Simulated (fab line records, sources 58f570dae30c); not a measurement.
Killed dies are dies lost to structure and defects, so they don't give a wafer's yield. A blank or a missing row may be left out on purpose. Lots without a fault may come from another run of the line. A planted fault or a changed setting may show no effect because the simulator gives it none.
A struck lot beside a sound one | flow berkeley_cmos170 | 31 steps out of a route of 331
Sound: wafers L564.2, L564.4, L564.5. Struck: wafers L565.2, L565.4, L565.6. The cause comes at the end.
At each step with rows: each side's tool, then ch and its chambers, then its first start. Under that, the readings that differ: sound wafers | struck wafers | difference of the means | sigmas: that difference in standard deviations of wafers without a fault.
alike: readings whose means differ by less than 2 such deviations, and words and numbers that are the same on both sides. not compared: withheld readings, readings that some wafer has no value for, bounds like >300 that may hide the same value, and numbers for which the record gives no deviation and whose values overlap.
The two part at a step that has a row with sigmas, a row that says differs or no value, or rows on one side only. Numbers that don't overlap but have no deviation are shown without sigmas and don't part them. A reading that every wafer of one side lacks parts them only if that side has two wafers or more.

first, 1 step without rows for these wafers: UCB170_SDANNEAL_RTA_01 (time 5 s).
UCB170_SDANNEAL_RS_MEAS_02: measures by four-point-probe.
  sound on film_metro-01, day 7 16:09; struck on film_metro-02, day 7 16:18
  alike: PSD_RS
UCB170_SDANNEAL_RS_MEAS_03: measures by four-point-probe.
  sound on film_metro-01, day 7 16:16; struck on film_metro-02, day 7 16:25
  alike: NSD_RS
UCB170_SDANNEAL_RS_MEAS_04: measures by four-point-probe.
  sound on film_metro-01, day 7 16:23; struck on film_metro-02, day 7 16:32
  reading          | sound                | struck               | difference | sigmas
  PLDD_RS (ohm/sq) | 1027.8 1031.9 1028.4 | 1036.4 1038.4 1035.5 | +7.4       | +3
UCB170_SDANNEAL_RS_MEAS_05: measures by four-point-probe.
  sound on film_metro-01, day 7 16:31; struck on film_metro-02, day 7 16:40
  alike: NLDD_RS
then, 1 step without rows for these wafers: UCB170_SILICIDE_PRE_CLEAN_00 (preclean etch time 60 s).
UCB170_SILICIDE_SPUTTER_01: material Ti, target thk 30 nm, time 25 s.
  sound on pvd_sputter-01, day 7 16:41; struck on pvd_sputter-02, day 7 16:50
  alike: chamber_pressure_pa, throttle_valve_pct
UCB170_SILICIDE_RS_MEAS_02: measures by four-point-probe.
  sound on film_metro-03, day 7 16:44; struck on film_metro-01, day 7 16:53
  alike: SILICIDE_TI_RS
UCB170_SILICIDE_THK_MEAS_03: measures by xrf.
  sound on film_metro-03, day 7 16:50; struck on film_metro-01, day 7 16:59
  alike: SILICIDE_TI_THK
UCB170_SILICIDE_RTA_04: time 15 s.
  sound on rtp_anneal-01 ch 0, day 7 16:54; struck on rtp_anneal-02 ch 0, day 7 17:03
  alike: lamp_power_pct, wafer_temp_C_max
then, 2 steps without rows for these wafers: UCB170_SILICIDE_WET_ETCH_05 (etches Ti in SPM, time 45 s); UCB170_CONTACT_CLEAN_00 (cleans in SPM, time 600 s).
UCB170_CONTACT_CVD_01: deposits PSG from SiH4/O2/PH3, target thk 700 nm, time 2876 s.
  sound on lpcvd-02 ch 1, day 7 17:11; struck on lpcvd-02 ch 0, day 7 18:58
  reading                                 | sound             | struck            | difference | sigmas
  pressure_mtorr (mTorr)                  | 299.5 299.6 300.1 | 449.3 449.5 450.1 | +149.9     | +99 or more
  model.PSG_of_CONTACT_CVD_01.thk_nm (nm) | 716.1 718.8 723.9 | 872.9 872.6 872.3 | +153.0     |
  alike: sih4_flow_sccm
UCB170_CONTACT_THK_MEAS_02:
  sound on film_metro-01, day 7 18:58; struck on film_metro-03, day 7 22:59
  reading              | sound       | struck      | difference | sigmas
  CONTACT_PSG_THK (nm) | 716 719 724 | 873 873 873 | +153       | +24
then, 3 steps without rows for these wafers: UCB170_CONTACT_HMDS_03 (prime time 60 s); UCB170_CONTACT_COAT_04 (resist thk 900 nm); UCB170_CONTACT_SOFTBAKE_05 (time 60 s).
UCB170_CONTACT_STRIP_06: strips in O2.
  sound on plasma_asher-02 ch 0, day 7 19:52; struck on plasma_asher-01 ch 0,1, day 7 23:46
  alike: drypump_motor_current_A, oes_product_au, strip_time_to_endpoint_s
  not compared: rf_hours_counter_h
then, 1 step without rows for these wafers: UCB170_CONTACT_CLEAN_07 (cleans in SPM, time 600 s).
UCB170_CONTACT_RTA_08: time 10 s.
  sound on rtp_anneal-01 ch 0, day 7 20:10; struck on rtp_anneal-01 ch 0, day 8 00:04
  alike: lamp_power_pct, wafer_temp_C_max
then, 6 steps without rows for these wafers: UCB170_CONTACT_COAT_09; UCB170_CONTACT_COAT_10 (resist thk 900 nm); UCB170_CONTACT_SOFTBAKE_11 (time 60 s); UCB170_CONTACT_EXPOSE_12 (exposes mask CONT, target cd 700 nm); UCB170_CONTACT_PEB_13; UCB170_CONTACT_DEVELOP_14 (develop time 45 s).
UCB170_CONTACT_CD_MEAS_15: target cd 700 nm.
  sound on cd_sem-02, day 7 21:49; struck on cd_sem-02, day 8 00:59
  alike: cd_nm
UCB170_CONTACT_OVL_MEAS_16:
  sound on overlay-02, day 7 21:56; struck on overlay-02, day 8 01:05
  reading          | sound      | struck | difference | sigmas
  CONTACT_OVL (nm) | -15 -6 -13 | -3 8 2 | +14        | +2
then, 1 step without rows for these wafers: UCB170_CONTACT_ETCH_17 (etches BARC in N2/H2).
UCB170_CONTACT_ETCH_18: etches PSG in CHF3/CF4/Ar, stops on TiSi2, target depth 840 nm, time 195 s.
  sound on rie_diel-04 ch 0,1; struck on rie_diel-02 ch 0,2
  reading                             | sound             | struck            | difference | sigmas
  oes_product_au (a.u.)               | 0.920 0.923 0.947 | 1.009 0.992 0.993 | +0.068     | +5
  model.CONTACT.feature_depth_nm (nm) | 716.1 718.8 723.9 | 859 839.6 837.2   | +126       |
  model.etch.depth_nm (nm)            | 716.1 718.8 723.9 | 859 839.6 837.2   | +126       |
  alike: cf4_flow_sccm, drypump_motor_current_A, throttle_valve_pct
  not compared: rf_hours_counter_h
UCB170_CONTACT_STRIP_19: strips in O2.
  sound on plasma_asher-01 ch 0,1, day 7 22:07; struck on plasma_asher-01 ch 0,1, day 8 01:17
  alike: drypump_motor_current_A, oes_product_au
  not compared: rf_hours_counter_h

WHERE THEY PART
First at UCB170_SDANNEAL_RS_MEAS_04; last, within this record, at UCB170_CONTACT_ETCH_18. Later steps at which nothing parts them and some readings are alike: UCB170_CONTACT_STRIP_19.

WHY: what the simulator had put in
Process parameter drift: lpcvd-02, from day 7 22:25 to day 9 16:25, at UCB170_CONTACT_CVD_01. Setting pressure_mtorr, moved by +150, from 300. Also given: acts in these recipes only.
